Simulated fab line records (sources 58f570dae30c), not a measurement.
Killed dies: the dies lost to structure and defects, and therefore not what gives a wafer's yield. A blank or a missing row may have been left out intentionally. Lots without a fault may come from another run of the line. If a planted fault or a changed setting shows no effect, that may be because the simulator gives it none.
Split-lot trial + flow berkeley cmos170 + 5 lots, 23 wafers read, on a route of 331 steps

== THE SPLIT ==
At UCB170_ACTIVE_CVD_05 (deposits Si3N4 from SiH2Cl2/NH3, target thk 220 nm, time 3300 s), the setting sih2cl2 flow sccm was moved away from the recipe's 25 sccm on 20 of the 23 wafers read, by -8.0% to +13.6%. This setting was run at the recipe's value on the other wafers.

The split's own step is where the reading is taken.

== THE READING ==
Si3N4_of_ACTIVE_CVD_05.thk nm (the simulator's own value, which no gauge read), in nm, at UCB170_ACTIVE_CVD_05 (deposits Si3N4 from SiH2Cl2/NH3, target thk 220 nm, time 3300 s). The file does not state a usual value for it. The 3 wafers here that ran the recipe average 220.9 nm, standard deviation 0.52 nm.

| wafer  | tool, chamber at the split | sih2cl2 flow sccm as run, sccm | against the recipe | Si3N4_of_ACTIVE_CVD_05.thk nm, nm | against lot-mates on the recipe |
|--------|----------------------------|--------------------------------|--------------------|-----------------------------------|---------------------------------|
| L076.2 | -, -                       | 27.48                          | +9.9%              | 226.1                             | no lot-mate on the recipe       |
| L076.3 | -, -                       | 27.48                          | +9.9%              | 225.5                             | no lot-mate on the recipe       |
| L076.4 | -, -                       | 27.48                          | +9.9%              | 223.3                             | no lot-mate on the recipe       |
| L076.5 | -, -                       | 27.48                          | +9.9%              | 224.7                             | no lot-mate on the recipe       |
| L076.6 | -, -                       | 27.48                          | +9.9%              | 224.3                             | no lot-mate on the recipe       |
| L078.1 | -, -                       | 23.01                          | -8.0%              | 216.2                             | no lot-mate on the recipe       |
| L078.2 | -, -                       | 23.01                          | -8.0%              | 212.5                             | no lot-mate on the recipe       |
| L078.3 | -, -                       | 23.01                          | -8.0%              | 218.2                             | no lot-mate on the recipe       |
| L078.4 | -, -                       | 23.01                          | -8.0%              | 216.7                             | no lot-mate on the recipe       |
| L078.5 | -, -                       | 23.01                          | -8.0%              | 214.7                             | no lot-mate on the recipe       |
| L080.1 | -, -                       | 28.4                           | +13.6%             | 230                               | no lot-mate on the recipe       |
| L080.2 | -, -                       | 28.4                           | +13.6%             | 229.9                             | no lot-mate on the recipe       |
| L080.3 | -, -                       | 28.4                           | +13.6%             | 229.1                             | no lot-mate on the recipe       |
| L080.4 | -, -                       | 28.4                           | +13.6%             | 228.9                             | no lot-mate on the recipe       |
| L080.6 | -, -                       | 28.4                           | +13.6%             | 228.4                             | no lot-mate on the recipe       |
| L081.2 | lpcvd-01, 0                | 25                             | recipe             | 221.2                             | -                               |
| L081.3 | lpcvd-01, 0                | 25                             | recipe             | 221.4                             | -                               |
| L081.4 | lpcvd-01, 0                | 25                             | recipe             | 220.2                             | -                               |
| L085.2 | -, -                       | 27.81                          | +11.2%             | 224.2                             | no lot-mate on the recipe       |
| L085.3 | -, -                       | 27.81                          | +11.2%             | 223.8                             | no lot-mate on the recipe       |
| L085.4 | -, -                       | 27.81                          | +11.2%             | 224.1                             | no lot-mate on the recipe       |
| L085.5 | -, -                       | 27.81                          | +11.2%             | 225.1                             | no lot-mate on the recipe       |
| L085.6 | -, -                       | 27.81                          | +11.2%             | 224.9                             | no lot-mate on the recipe       |

THE FIT
A straight line over all 23 wafers: Si3N4_of_ACTIVE_CVD_05.thk nm changes by +0.543 nm for each +1% of sih2cl2 flow sccm; r = +0.94; the points scatter about the line by 1.7 nm.
Too few moved wafers have a lot-mate on the recipe to fit a line with each lot's own level taken away.

== FILE'S OWN FIT ==
Si3N4_of_ACTIVE_CVD_05.thk nm changes by +0.544 nm for each +1% of sih2cl2 flow sccm, r = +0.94.
